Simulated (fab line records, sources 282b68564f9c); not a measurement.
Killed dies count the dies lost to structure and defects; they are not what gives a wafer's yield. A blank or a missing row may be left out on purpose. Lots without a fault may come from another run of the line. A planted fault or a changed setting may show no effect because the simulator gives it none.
fab line records -- flow rit-cmos -- part 2 of 2: steps 30 to 42 of 42
record: lots: 5, wafers: 15, last-day: 7
route steps=202 shown SDANNEAL@156 PSD@157 NSD@158 PLDD@159 NLDD@160 SILICIDE@161 CONTACT@168 M1@184
lots that met no fault: taken from a fault-free run of the same line
start-h: hours from the record's opening day to when the first of the lot's shown wafers began -- wait-h: hours elapsed since this lot's preceding step -- " as in the row above -- L1.1+2: a single row standing in for several wafers -- - value missing, or start not given -- * or withheld: withheld -- < > ~ a bound
route shown NAME@n: NAME is a module with steps in the file, n the number in the route of the first one -- usual: mean/standard deviation taken from wafers without a fault -- same: alike in all rows -- chamber/n: place in a boat -- sites: per-site readings -- _std_site: the values' standard deviation -- _edge_site: inner sites' mean taken away from outer sites' mean -- radius-mm: how far each site lies from the wafer's centre -- mask NAME#n: copy n -- behind: tool/chamber where the wafer was last shaped -- hold: why the lot went on hold/how many hours it stayed there/how the hold came to an end -- device: which transistor (n, p or np) failed to switch -- end of line: at the end of the route, the tests of the same wafers -- step lacking rows: just its recipe -- killed: the dies lost at the first sort to structure and to defects; this is not the yield of the wafer -- map: shows each die of a wafer: x if killed, . if not, _ if none is there
set.NAME: the run value of the setting; set.NAME@STEP: its run value at that earlier step -- model.NAME: the simulator's own value behind a step, which no gauge read
a table for each step, a row for each wafer; lots at some steps of the route
services: when a tool's chamber went out of use (start-h, in hours from the record's first day, below 0 if earlier), for how many hours, and the reason
== steps ==
step: RIT_M1_RS_MEAS_01
recipe: thk-meas-gauge: four-point-probe, reads: Al_of_M1_SPUTTER_00
usual: M1_AL_RS: 0.0755/0.00076
lot.wafer,tool,chamber,start-h,wait-h,M1_AL_RS[ohm/sq]
L079.2,film-metro-04,-,80.26,0.2,0.0759
L079.3,film-metro-04,-,80.26,0.2,0.0757
L079.4,film-metro-04,-,80.26,0.2,0.0745
L081.1,film-metro-04,-,92.20,0.1,0.0743
L081.3,film-metro-04,-,92.20,0.1,0.0748
L081.6,film-metro-04,-,92.20,0.1,0.0747
L093.1,film-metro-04,-,148.71,0.1,0.0745
L093.3,film-metro-04,-,148.71,0.1,0.0763
L093.5,film-metro-04,-,148.71,0.1,0.0747
L095.2,film-metro-02,-,158.68,0.2,0.0767
L095.5,film-metro-02,-,158.68,0.2,0.0770
L095.6,film-metro-02,-,158.68,0.2,0.0772
L097.4,film-metro-02,-,168.77,0.2,0.0751
L097.5,film-metro-02,-,168.77,0.2,0.0751
L097.6,film-metro-02,-,168.77,0.2,0.0763
step: RIT_M1_THK_MEAS_02
recipe: thk-meas-gauge: xrf, reads: Al_of_M1_SPUTTER_00
usual: M1_AL_THK: 384/5.1
lot.wafer,tool,chamber,start-h,wait-h,M1_AL_THK[nm]
L079.2,film-metro-04,-,80.37,0.1,382
L079.3,film-metro-04,-,80.37,0.1,382
L079.4,film-metro-04,-,80.37,0.1,388
L081.1,film-metro-04,-,92.32,0.1,394
L081.3,film-metro-04,-,92.32,0.1,387
L081.6,film-metro-04,-,92.32,0.1,386
L093.1,film-metro-04,-,148.83,0.1,390
L093.3,film-metro-04,-,148.83,0.1,381
L093.5,film-metro-04,-,148.83,0.1,389
L095.2,film-metro-02,-,158.79,0.1,372
L095.5,film-metro-02,-,158.79,0.1,375
L095.6,film-metro-02,-,158.79,0.1,373
L097.4,film-metro-02,-,168.86,0.1,384
L097.5,film-metro-02,-,168.86,0.1,385
L097.6,film-metro-02,-,168.86,0.1,375
step: RIT_M1_HMDS_03
recipe: prime-time-s: 60, prime-temp-c: 140
lot.wafer,tool,chamber,start-h,wait-h
L079.2+3+4,litho-track-01,0,80.44,0.1
L081.1+3+6,litho-track-02,0,92.40,0.1
L093.1+3+5,litho-track-02,0,148.89,0.1
L095.2+5+6,litho-track-03,0,158.86,0.1
L097.4+5+6,litho-track-02,0,168.97,0.1
step: RIT_M1_COAT_04
recipe: resist: NOVOLAK, spin-rpm: 2000, resist-thk-nm: 1300
lot.wafer,tool,chamber,start-h,wait-h
L079.2+3+4,litho-track-01,0,80.59,0.1
L081.1+3+6,litho-track-02,0,92.55,0.1
L093.1+3+5,litho-track-02,0,149.04,0.1
L095.2+5+6,litho-track-03,0,159.01,0.1
L097.4+5+6,litho-track-02,0,169.12,0.1
step: RIT_M1_SOFTBAKE_05
recipe: resist: NOVOLAK, temp-c: 90, time-s: 60
lot.wafer,tool,chamber,start-h,wait-h
L079.2+3+4,litho-track-01,0,80.74,0.1
L081.1+3+6,litho-track-02,0,92.70,0.1
L093.1+3+5,litho-track-02,0,149.19,0.1
L095.2+5+6,litho-track-03,0,159.16,0.1
L097.4+5+6,litho-track-02,0,169.27,0.1
step: RIT_M1_EXPOSE_06
recipe: mask-id: M12, na: 0.6, source-shape: conventional, sigma-outer: 0.5, target-cd-nm: 2600, dose-mj: 250
usual: focus-offset-nm: 0.1/0.56, reticle-temp-C: 22.98/0.097
lot.wafer,tool,chamber,start-h,wait-h,mask,focus-offset-nm,reticle-temp-C
L079.2,iline-stepper-01,0,81.01,0.2,M12#0,-0.3,22.97
L079.3,iline-stepper-01,0,81.01,0.2,M12#0,-0.4,23.08
L079.4,iline-stepper-01,0,81.01,0.2,M12#0,0.1,23.02
L081.1,iline-stepper-01,0,92.85,0.1,M12#0,1.4,22.95
L081.3,iline-stepper-01,0,92.85,0.1,M12#0,0.8,23.07
L081.6,iline-stepper-01,0,92.85,0.1,M12#0,1.2,22.97
L093.1,iline-stepper-01,0,149.34,0.1,M12#0,0.0,23.00
L093.3,iline-stepper-01,0,149.34,0.1,M12#0,-0.7,22.86
L093.5,iline-stepper-01,0,149.34,0.1,M12#0,-0.1,22.89
L095.2,iline-stepper-02,0,159.31,0.1,M12#0,-0.6,22.95
L095.5,iline-stepper-02,0,159.31,0.1,M12#0,0.2,23.03
L095.6,iline-stepper-02,0,159.31,0.1,M12#0,0.7,22.96
L097.4,iline-stepper-02,0,169.53,0.2,M12#0,-0.2,23.06
L097.5,iline-stepper-02,0,169.53,0.2,M12#0,-0.4,22.98
L097.6,iline-stepper-02,0,169.53,0.2,M12#0,0.0,23.06
step: RIT_M1_PEB_07
recipe: resist: NOVOLAK, temp-c: withheld, time-s: withheld
lot.wafer,tool,chamber,start-h,wait-h
L079.2+3+4,litho-track-03,0,81.13,0.1
L081.1+3+6,litho-track-02,0,92.97,0.1
L093.1+3+5,litho-track-02,0,149.45,0.1
L095.2+5+6,litho-track-02,0,159.43,0.1
L097.4+5+6,litho-track-02,0,169.66,0.1
step: RIT_M1_DEVELOP_08
recipe: resist: NOVOLAK, develop-time-s: 65.25, dev-temp-c: 23
lot.wafer,tool,chamber,start-h,wait-h
L079.2+3+4,litho-track-03,0,-,-
L081.1+3+6,litho-track-02,0,-,-
L093.1+3+5,litho-track-02,0,-,-
L095.2+5+6,litho-track-02,0,-,-
L097.4+5+6,litho-track-02,0,-,-
step: RIT_M1_CD_MEAS_09
recipe: target-cd-nm: 2600
usual: cd-nm: 2600.6/2.1
lot.wafer,tool,chamber,start-h,wait-h,cd-nm
L079.2,cd-sem-01,-,81.44,-,2599.1
L079.3,cd-sem-01,-,81.44,-,2599.6
L079.4,cd-sem-01,-,81.44,-,2601.1
L081.1,cd-sem-02,-,93.28,-,2600.4
L081.3,cd-sem-02,-,93.28,-,2603.4
L081.6,cd-sem-02,-,93.28,-,2601.5
L093.1,cd-sem-01,-,149.77,-,2599.8
L093.3,cd-sem-01,-,149.77,-,2602.3
L093.5,cd-sem-01,-,149.77,-,2602.6
L095.2,cd-sem-01,-,159.74,-,2598.9
L095.5,cd-sem-01,-,159.74,-,2598.2
L095.6,cd-sem-01,-,159.74,-,2600.3
L097.4,cd-sem-02,-,169.96,-,2600.5
L097.5,cd-sem-02,-,169.96,-,2600.4
L097.6,cd-sem-02,-,169.96,-,2599.1
step: RIT_M1_OVL_MEAS_10
usual: M1_OVL: 0.4/1.5
lot.wafer,tool,chamber,start-h,wait-h,M1_OVL[nm]
L079.2,overlay-02,-,81.58,0.1,-1.3
L079.3,overlay-02,-,81.58,0.1,2.2
L079.4,overlay-02,-,81.58,0.1,0.4
L081.1,overlay-01,-,93.40,0.1,-1.6
L081.3,overlay-01,-,93.40,0.1,-1.4
L081.6,overlay-01,-,93.40,0.1,-1.8
L093.1,overlay-02,-,149.89,0.1,-1.1
L093.3,overlay-02,-,149.89,0.1,-0.2
L093.5,overlay-02,-,149.89,0.1,-1.4
L095.2,overlay-02,-,159.84,0.1,2.1
L095.5,overlay-02,-,159.84,0.1,2.0
L095.6,overlay-02,-,159.84,0.1,2.8
L097.4,overlay-01,-,170.04,0.1,1.0
L097.5,overlay-01,-,170.04,0.1,1.6
L097.6,overlay-01,-,170.04,0.1,0.8
step: RIT_M1_HARDBAKE_11
recipe: resist: NOVOLAK, temp-c: 140, time-s: 120
lot.wafer,tool,chamber,start-h,wait-h
L079.2+3+4,litho-track-02,0,81.65,0.1
L081.1+3+6,litho-track-02,0,93.44,0.0
L093.1+3+5,litho-track-01,0,149.92,0.0
L095.2+5+6,litho-track-01,0,159.92,0.1
L097.4+5+6,litho-track-02,0,170.18,0.1
step: RIT_M1_METAL_ETCH_12
recipe: stop-on: SiO2, chemistry: Cl2/BCl3, target: Al, time-s: 165, over-etch-frac: 0.5, pressure-mtorr: 100, target-depth-a: 6000, rf-w: 250, Cl2_flow_sccm: 60, bcl3-flow-sccm: 50
usual: drypump-motor-current-A: 5.24/0.3, he-backside-leak-sccm: 3.54/0.23, oes-product-au: 0.771/0.016, throttle-valve-pct: 8.24/0.11
lot.wafer,tool,chamber,start-h,wait-h,drypump-motor-current-A,he-backside-leak-sccm,oes-product-au,rf-hours-counter-h,throttle-valve-pct
L079.2,rie-metal-03,0,81.86,0.2,4.89,3.40,0.729,39,8.31
L079.3,rie-metal-03,0,81.86,0.2,4.90,3.47,0.743,-,8.30
L079.4,rie-metal-03,1,81.86,0.2,5.75,3.28,0.774,-,8.36
L081.1,rie-metal-04,0,93.69,0.2,4.84,3.41,0.780,1,8.03
L081.3,rie-metal-04,1,93.69,0.2,5.47,3.26,0.800,-,8.19
L081.6,rie-metal-04,1,93.69,0.2,5.47,3.50,0.792,-,8.16
L093.1,rie-metal-01,0,150.17,0.2,5.32,3.48,0.775,5,8.27
L093.3,rie-metal-01,0,150.17,0.2,5.31,3.38,0.763,-,8.25
L093.5,rie-metal-01,0,150.17,0.2,5.31,3.22,0.785,-,8.27
L095.2,rie-metal-03,0,160.12,0.2,4.89,3.46,0.756,0,8.30
L095.5,rie-metal-03,0,160.12,0.2,4.88,3.30,0.749,-,8.30
L095.6,rie-metal-03,1,160.12,0.2,5.73,3.49,0.754,-,8.38
L097.4,rie-metal-04,0,170.36,0.1,4.85,3.77,0.771,-,8.05
L097.5,rie-metal-04,0,170.36,0.1,4.83,3.67,0.771,-,8.03
L097.6,rie-metal-04,1,170.36,0.1,5.49,5.04,0.790,-,8.18
step: RIT_M1_STRIP_13
recipe: chemistry: nmp, resist: NOVOLAK, temp-c: 80, time-s: 600, dry: n2-spin
lot.wafer,tool,chamber,start-h,wait-h
L079.2+3+4,wet-bench-01,3,82.02,0.1
L081.1+3+6,wet-bench-01,3,93.85,0.1
L093.1+3+5,wet-bench-02,2,150.34,0.1
L095.2+5+6,wet-bench-03,1,160.29,0.1
L097.4+5+6,wet-bench-01,0,170.47,0.1
== services ==
tool,chamber,start-h,hours,kind
rie-diel-01,1,64.65,1.4,repair
rie-diel-01,-,82.53,0.4,repair
pvd-sputter-01,-,82.66,2.6,repair
pecvd-03,0,83.65,6.3,repair
rie-diel-02,2,89.08,3.8,repair
wet-bench-03,-,91.39,46.5,pm
rie-diel-01,0,91.52,3.6,repair
wet-bench-04,-,93.48,7.8,repair
pecvd-02,-,95.61,0.9,repair
pecvd-02,1,116.75,3.9,repair
rie-diel-02,-,120.74,2.8,pm
rtp-anneal-02,-,132.92,4.8,pm
rie-metal-03,-,136.12,20.0,pm
rie-metal-03,0,136.12,20.0,vent-cycle
rie-metal-03,1,136.12,20.0,vent-cycle
pecvd-04,-,137.66,0.8,repair
pecvd-02,0,139.44,9.6,repair
rtp-anneal-01,-,142.68,1.5,pm
wet-bench-04,-,144.35,2.3,repair
rie-diel-02,0,145.76,7.4,repair
pecvd-02,-,151.24,1.5,repair
rie-metal-03,0,156.12,-,clean
rie-diel-01,1,160.13,3.8,repair
iline-stepper-01,-,165.39,1.7,pm
